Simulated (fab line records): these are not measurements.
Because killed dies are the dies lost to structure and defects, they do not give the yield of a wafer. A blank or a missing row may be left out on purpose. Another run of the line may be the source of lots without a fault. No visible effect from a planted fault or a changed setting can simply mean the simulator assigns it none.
A lot that was struck, set against a sound lot    flow rit-cmos    43 steps out of a route of 202
Sound: the wafers L973.3, L973.4, L973.6. Struck: wafers L986.4, L986.5, L986.6. At the end, the cause is stated.
Per side, at each step with rows, come the tool, then ch with its chambers, and then its first start. Under that, the readings that differ: sound wafers    struck wafers    difference of the means    sigmas: that difference in standard deviations of wafers without a fault.
alike: readings with means less than 2 such deviations apart, plus words and numbers identical on both sides. not compared: withheld readings, readings lacking a value on some wafer, bounds such as >300 that could conceal the same value, and numbers that have no deviation in the record and whose values overlap.
A row with sigmas, a row that says differs or no value, or rows on one side alone: a step with any of these is where the two part. When numbers do not overlap yet have no deviation, they are printed without sigmas and do not part them. A reading missing from all wafers of one side parts the sides only when that side holds two or more wafers.

first, 2 steps without rows for these wafers: RIT_PSD_IMPLANT_08; RIT_PSD_STRIP_09 (strips in O2, time 180 s).
RIT_PSD_TW_MEAS_10:
  sound: film-metro-04 at day 3 07:38; struck: film-metro-04 at day 5 23:46
  alike: PSD_TW
then, 3 steps without rows for these wafers: RIT_SDANNEAL_CLEAN_00 (cleans in SC1, time 600 s); RIT_SDANNEAL_CLEAN_01 (cleans in dHF, time 30 s); RIT_SDANNEAL_CLEAN_02 (cleans in SC2, time 600 s).
RIT_SDANNEAL_RTA_03: time 5 s.
  sound on rtp-anneal-01 ch 0, day 3 08:04; struck on rtp-anneal-02 ch 0, day 6 00:13
  alike: wafer_temp_C_max
RIT_SDANNEAL_RS_MEAS_04: measurement is done with a four-point probe.
  sound: film-metro-04 at day 3 08:08; struck: film-metro-02 at day 6 00:19
  alike: PSD_RS
RIT_SDANNEAL_RS_MEAS_05: measurement is done with a four-point probe.
  sound: film-metro-04 at day 3 08:16; struck: film-metro-02 at day 6 00:26
  alike: NSD_RS
RIT_SDANNEAL_RS_MEAS_06: measurement is done with a four-point probe.
  sound: film-metro-04 at day 3 08:23; struck: film-metro-02 at day 6 00:33
  alike: PLDD_RS
RIT_SDANNEAL_RS_MEAS_07: measurement is done with a four-point probe.
  sound: film-metro-04 at day 3 08:30; struck: film-metro-02 at day 6 00:40
  alike: NLDD_RS
then, 1 step without rows for these wafers: RIT_SILICIDE_WET_ETCH_00 (etches SiO2 in BOE, target depth 14 nm, time 15 s).
RIT_SILICIDE_SPUTTER_01: material Ti, target thk 30 nm, time 240 s.
  sound: pvd-sputter-02 at day 3 08:36; struck: pvd-sputter-01 at day 6 00:45
  alike: substrate-temp-c, throttle-valve-pct
RIT_SILICIDE_RS_MEAS_02: measurement is done with a four-point probe.
  sound: film-metro-03 at day 3 08:47; struck: film-metro-03 at day 6 00:58
  alike: SILICIDE_TI_RS
RIT_SILICIDE_THK_MEAS_03: measures by xrf.
  sound: film-metro-03 at day 3 08:53; struck: film-metro-03 at day 6 01:03
  alike: SILICIDE_TI_THK
RIT_SILICIDE_RTA_04: time 10 s, ramp up 5 s, ramp down 5 s.
  sound on rtp-anneal-02 ch 0, day 3 08:57; struck on rtp-anneal-01 ch 0, day 6 01:07
  alike: wafer_temp_C_max
then, 2 steps without rows for these wafers: RIT_SILICIDE_WET_ETCH_05 (etches Ti in SPM, time 120 s); RIT_SILICIDE_RTA_06 (time 10 s, ramp up 5 s, ramp down 10 s).
RIT_CONTACT_CVD_00: deposits SiO2 from TEOS, target thk 400 nm, time 61 s.
  sound on pecvd-01 ch 1,2, day 3 09:06; struck on pecvd-04 ch 0,1,2, day 6 01:17
  alike: heater-power-w
RIT_CONTACT_THK_MEAS_01:
  sound: film-metro-02 at day 3 09:10; struck: film-metro-04 at day 6 01:20
  alike: CONTACT_TEOS_THK
then, 6 steps without rows for these wafers: RIT_CONTACT_HMDS_02 (prime time 60 s); RIT_CONTACT_COAT_03 (resist thk 1000 nm); RIT_CONTACT_SOFTBAKE_04 (time 60 s); RIT_CONTACT_EXPOSE_05 (exposes mask M11, target cd 1000 nm); RIT_CONTACT_PEB_06; RIT_CONTACT_DEVELOP_07 (develop time 120 s).
RIT_CONTACT_CD_MEAS_08: target cd 1000 nm.
  sound: cd-sem-02 at day 3 10:32; struck: cd-sem-02 at day 6 02:23
  alike: cd-nm
RIT_CONTACT_OVL_MEAS_09:
  sound: overlay-02 at day 3 10:37; struck: overlay-01 at day 6 02:28
  alike: CONTACT_OVL
then, 1 step without rows for these wafers: RIT_CONTACT_HARDBAKE_10 (time 60 s).
RIT_CONTACT_ETCH_11: etches SiO2 in CHF3/CF4/Ar, stops on TiSi2, target depth 480 nm, time 320 s.
  sound on rie-diel-04 ch 0,2, day 3 10:47; struck on rie-diel-01 ch 1,2, day 6 02:38
  alike: chamber-pressure-mTorr, drypump-motor-current-A, oes-product-au, throttle-valve-pct
  not compared: rf-hours-counter-h
then, 1 step without rows for these wafers: RIT_CONTACT_STRIP_12 (strips in O2, time 180 s).
RIT_CONTACT_CD_MEAS_90: target cd 1000 nm.
  sound: cd-sem-02 at day 3 11:12; struck: cd-sem-02 at day 6 03:04
  alike: cd-nm
then, 2 steps without rows for these wafers: RIT_CONTACT_CLEAN_13 (cleans in SC1, time 600 s); RIT_CONTACT_CLEAN_14 (cleans in SC2, time 600 s).
RIT_M1_SPUTTER_00: material Al, target thk 400 nm, time 500 s.
  sound: pvd-sputter-04 at day 3 11:38; struck: pvd-sputter-03 at day 6 03:29
  alike: substrate-temp-c, throttle-valve-pct
RIT_M1_RS_MEAS_01: measurement is done with a four-point probe.
  sound: film-metro-01 at day 3 11:58; struck: film-metro-04 at day 6 03:50
  alike: M1_AL_RS
RIT_M1_THK_MEAS_02: measures by xrf.
  sound: film-metro-01 at day 3 12:04; struck: film-metro-04 at day 6 03:55
  alike: M1_AL_THK
then, 5 steps without rows for these wafers: RIT_M1_HMDS_03 (prime time 60 s); RIT_M1_COAT_04 (resist thk 1322 nm); RIT_M1_SOFTBAKE_05 (time 60 s); RIT_M1_EXPOSE_06 (exposes mask M12, target cd 2600 nm); RIT_M1_PEB_07.
RIT_M1_PROBE_99:
  sound: prober-01 at day 3 15:52; struck: prober-02 at day 6 09:21
reading              sound   struck    difference  sigmas
killed-at-front-end  8 10 7  51 48 39  +38         +13
killed-dies          8 11 7  51 48 39  +37         +13
killed-on-rim        1 2 3   0 4 10    +3          +2
  alike: killed-at-contacts, killed-open, killed-short

WHERE THEY PART
Only at RIT_M1_PROBE_99, within this record.

WHY: what the simulator had put in
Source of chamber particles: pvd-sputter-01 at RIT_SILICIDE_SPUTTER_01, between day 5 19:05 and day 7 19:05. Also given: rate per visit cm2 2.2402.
